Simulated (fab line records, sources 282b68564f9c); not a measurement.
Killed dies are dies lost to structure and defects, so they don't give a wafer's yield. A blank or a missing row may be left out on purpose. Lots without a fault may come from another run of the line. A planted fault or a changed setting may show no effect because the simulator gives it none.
A sampling plan put to the test | flow rit_cmos | one fab line, 18 faults that these records tell of, each judged on the records of the lots that it struck; 7 more are left out, because the records don't allow judging them
The plan is the line's own looks: the steps of the route at which a gauge or an inspection reads the wafer and doesn't change it. A look can be judged if struck wafers have a number there and the file gives its usual mean and standard deviation on fault-free wafers. Caught: at a look after the fault's first step, the mean of the struck wafers lies 4 or more of those standard deviations (sigma) from the usual mean. On the tool: the same test on the tool's own readings at the fault's steps. Another recipe on the struck wafers, or a record that is blank for them alone, also counts as caught.

THE FAULTS, as the simulator had put them in
1. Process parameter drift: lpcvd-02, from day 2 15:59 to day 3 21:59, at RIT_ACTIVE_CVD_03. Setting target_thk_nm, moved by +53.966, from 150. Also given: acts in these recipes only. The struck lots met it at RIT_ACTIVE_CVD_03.
2. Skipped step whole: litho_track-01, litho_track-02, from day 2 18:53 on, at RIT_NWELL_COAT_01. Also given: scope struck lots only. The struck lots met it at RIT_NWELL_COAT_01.
3. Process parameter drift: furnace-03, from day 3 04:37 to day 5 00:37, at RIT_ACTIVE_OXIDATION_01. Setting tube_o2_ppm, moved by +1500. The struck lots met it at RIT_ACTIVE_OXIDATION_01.
4. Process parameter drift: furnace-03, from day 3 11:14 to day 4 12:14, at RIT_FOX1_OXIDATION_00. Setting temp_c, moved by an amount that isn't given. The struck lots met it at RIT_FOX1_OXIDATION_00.
5. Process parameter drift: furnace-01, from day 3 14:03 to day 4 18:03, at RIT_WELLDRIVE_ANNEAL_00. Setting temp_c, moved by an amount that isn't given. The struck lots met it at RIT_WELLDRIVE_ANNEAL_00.
6. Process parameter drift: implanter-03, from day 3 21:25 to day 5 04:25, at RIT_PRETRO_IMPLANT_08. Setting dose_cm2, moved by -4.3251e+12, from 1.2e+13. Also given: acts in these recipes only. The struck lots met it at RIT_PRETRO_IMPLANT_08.
7. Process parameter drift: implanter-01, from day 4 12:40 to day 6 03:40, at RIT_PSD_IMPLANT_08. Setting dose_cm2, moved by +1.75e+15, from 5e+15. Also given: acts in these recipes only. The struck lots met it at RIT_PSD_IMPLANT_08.
8. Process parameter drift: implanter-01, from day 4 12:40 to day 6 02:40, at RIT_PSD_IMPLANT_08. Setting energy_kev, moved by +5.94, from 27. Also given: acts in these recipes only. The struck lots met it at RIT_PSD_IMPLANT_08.
9. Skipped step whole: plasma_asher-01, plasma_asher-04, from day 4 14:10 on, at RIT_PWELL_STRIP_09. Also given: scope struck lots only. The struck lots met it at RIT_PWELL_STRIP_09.
10. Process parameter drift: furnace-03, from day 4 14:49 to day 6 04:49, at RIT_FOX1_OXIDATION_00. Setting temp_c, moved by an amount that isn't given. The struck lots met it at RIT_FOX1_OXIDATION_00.
11. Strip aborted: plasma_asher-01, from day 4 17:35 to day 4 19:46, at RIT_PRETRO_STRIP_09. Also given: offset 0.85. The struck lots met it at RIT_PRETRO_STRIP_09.
12. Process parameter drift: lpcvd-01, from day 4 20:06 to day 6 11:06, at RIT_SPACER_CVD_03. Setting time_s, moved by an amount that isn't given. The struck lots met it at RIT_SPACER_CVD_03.
13. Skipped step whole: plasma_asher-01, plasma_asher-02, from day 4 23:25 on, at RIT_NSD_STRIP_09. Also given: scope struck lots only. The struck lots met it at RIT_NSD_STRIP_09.
14. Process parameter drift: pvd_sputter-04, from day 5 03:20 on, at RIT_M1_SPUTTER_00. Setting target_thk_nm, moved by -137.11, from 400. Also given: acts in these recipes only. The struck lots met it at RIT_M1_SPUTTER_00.
15. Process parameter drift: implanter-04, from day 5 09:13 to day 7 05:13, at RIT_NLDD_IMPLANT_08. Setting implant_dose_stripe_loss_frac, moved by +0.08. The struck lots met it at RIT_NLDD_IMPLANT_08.
16. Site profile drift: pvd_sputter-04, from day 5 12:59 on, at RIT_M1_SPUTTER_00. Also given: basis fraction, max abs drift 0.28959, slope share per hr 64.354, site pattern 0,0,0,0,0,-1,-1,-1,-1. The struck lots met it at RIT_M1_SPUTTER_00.
17. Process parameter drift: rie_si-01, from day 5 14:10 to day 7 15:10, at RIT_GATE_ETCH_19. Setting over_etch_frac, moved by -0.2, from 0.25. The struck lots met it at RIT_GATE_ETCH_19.
18. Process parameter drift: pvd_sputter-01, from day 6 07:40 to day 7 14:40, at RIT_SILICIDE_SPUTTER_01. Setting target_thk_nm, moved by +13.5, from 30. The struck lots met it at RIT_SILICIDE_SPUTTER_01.

WHAT THE PLAN SAW
fault | on the tool itself                               | first look that catches it                   | reading, sigma                                      | median hours from its first step to that look | hours from the fault's start to the first struck lot there | judged looks passed uncaught
1     | under 2 sigma                                    | RIT_ACTIVE_THK_MEAS_04                       | ACTIVE_NITRIDE_THK +39                              | 2.1                                           | 5                                                          | 0
2     | the tool's record is blank for the struck wafers | RIT_PWELL_TW_MEAS_10                         | PWELL_TW +99 or beyond                              | 3.0                                           | 6                                                          | 0
3     | under 2 sigma                                    | RIT_ACTIVE_THK_MEAS_02                       | ACTIVE_OXIDE_THK +8.2                               | 1.9                                           | 4                                                          | 0
4     | tube_center_temp_C +99 or beyond sigma           | RIT_FOX1_THK_MEAS_01                         | FOX1_OXIDE_THK +7.8                                 | 1.3                                           | 3                                                          | 0
5     | tube_center_temp_C +99 or beyond sigma           | RIT_WELLDRIVE_RS_MEAS_01                     | NWELL_RS -20                                        | 5.1                                           | 2                                                          | 0
6     | dose_ions_cm2 -99 or beyond sigma                | RIT_PRETRO_TW_MEAS_10                        | PRETRO_TW -18                                       | 0.3                                           | 7                                                          | 0
7     | dose_ions_cm2 +99 or beyond sigma                | RIT_PSD_TW_MEAS_10                           | PSD_TW +4.5                                         | 0.3                                           | 9                                                          | 0
8     | beam_energy_keV +99 or beyond sigma              | RIT_PSD_TW_MEAS_10                           | PSD_TW +9.3                                         | 0.3                                           | 9                                                          | 0
9     | no reading that can be judged                    | not the one look that can be judged after it | -                                                   | -                                             | -                                                          | 1
10    | tube_center_temp_C -99 or beyond sigma           | RIT_FOX1_THK_MEAS_01                         | FOX1_OXIDE_THK -11                                  | 1.3                                           | 6                                                          | 0
11    | run_length_s -99 or beyond sigma                 | not the one look that can be judged after it | -                                                   | -                                             | -                                                          | 1
12    | under 2 sigma                                    | RIT_SPACER_THK_MEAS_04                       | SPACER_NITRIDE_THK +6.9                             | 1.9                                           | 5                                                          | 0
13    | the tool's record is blank for the struck wafers | RIT_PSD_TW_MEAS_10                           | PSD_TW -99 or beyond                                | 1.7                                           | 5                                                          | 0
14    | under 2 sigma                                    | RIT_M1_RS_MEAS_01                            | M1_AL_RS +55                                        | 0.3                                           | 5                                                          | 0
15    | under 2 sigma                                    | not the one look that can be judged after it | strongest: NLDD_RS at RIT_SDANNEAL_RS_MEAS_07, +3.5 | -                                             | -                                                          | 1
16    | under 2 sigma                                    | RIT_M1_RS_MEAS_01                            | M1_AL_RS +18                                        | 0.3                                           | 17                                                         | 0
17    | oes_product_au +8.1 sigma                        | no look after it can be judged               | -                                                   | -                                             | -                                                          | 0
18    | under 2 sigma                                    | RIT_SILICIDE_RS_MEAS_02                      | SILICIDE_TI_RS -25                                  | 0.2                                           | 5                                                          | 0
A dash: the fault isn't caught, or these records don't give the number.

Caught at a look: 14 of 18. Caught on the tool: 10 of 18. By one or the other: 16 of 18.
Caught on the tool alone: faults 11, 17.
Caught at a look alone: faults 1, 3, 12, 14, 16, 18.
Caught by neither: faults 9, 15.

THINNER SAMPLING
If the look that catches a fault measured only every second or every third lot, by lot number, the first struck lot would be measured this late in the worst case:
fault | struck lots at that look, in order of time | every lot | every second lot | every third lot
1     | L768, L770                                 | 5 h       | may miss all 2   | may miss all 2
2     | L478, L479, L480                           | 6 h       | 11 h             | 16 h
3     | L732, L734                                 | 4 h       | may miss all 2   | may miss all 2
4     | L147, L151                                 | 3 h       | may miss all 2   | may miss all 2
5     | L284, L285, L288                           | 2 h       | 8 h              | may miss all 3
6     | L539, L542                                 | 7 h       | 22 h             | may miss all 2
7     | L601, L602                                 | 9 h       | 15 h             | may miss all 2
8     | L586, L587                                 | 9 h       | 15 h             | may miss all 2
10    | L889, L890                                 | 6 h       | 12 h             | may miss all 2
12    | L868, L869                                 | 5 h       | 10 h             | may miss all 2
13    | L519, L520, L521                           | 5 h       | 10 h             | 15 h
14    | L813                                       | 5 h       | may miss it      | may miss it
16    | L455                                       | 17 h      | may miss it      | may miss it
18    | L151, L153                                 | 5 h       | may miss all 2   | may miss all 2
Hours are from the fault's start to the first struck lot that is measured. The limit of 4 sigma was tested on all struck wafers together, so one lot alone may lie under it. Other struck lots may not be in these records.

THE LONGEST TIMED WAY FROM STEP TO LOOK
Fault 5: a median of 5.1 hours passes between RIT_WELLDRIVE_ANNEAL_00 and RIT_WELLDRIVE_RS_MEAS_01. No look between them can be judged.
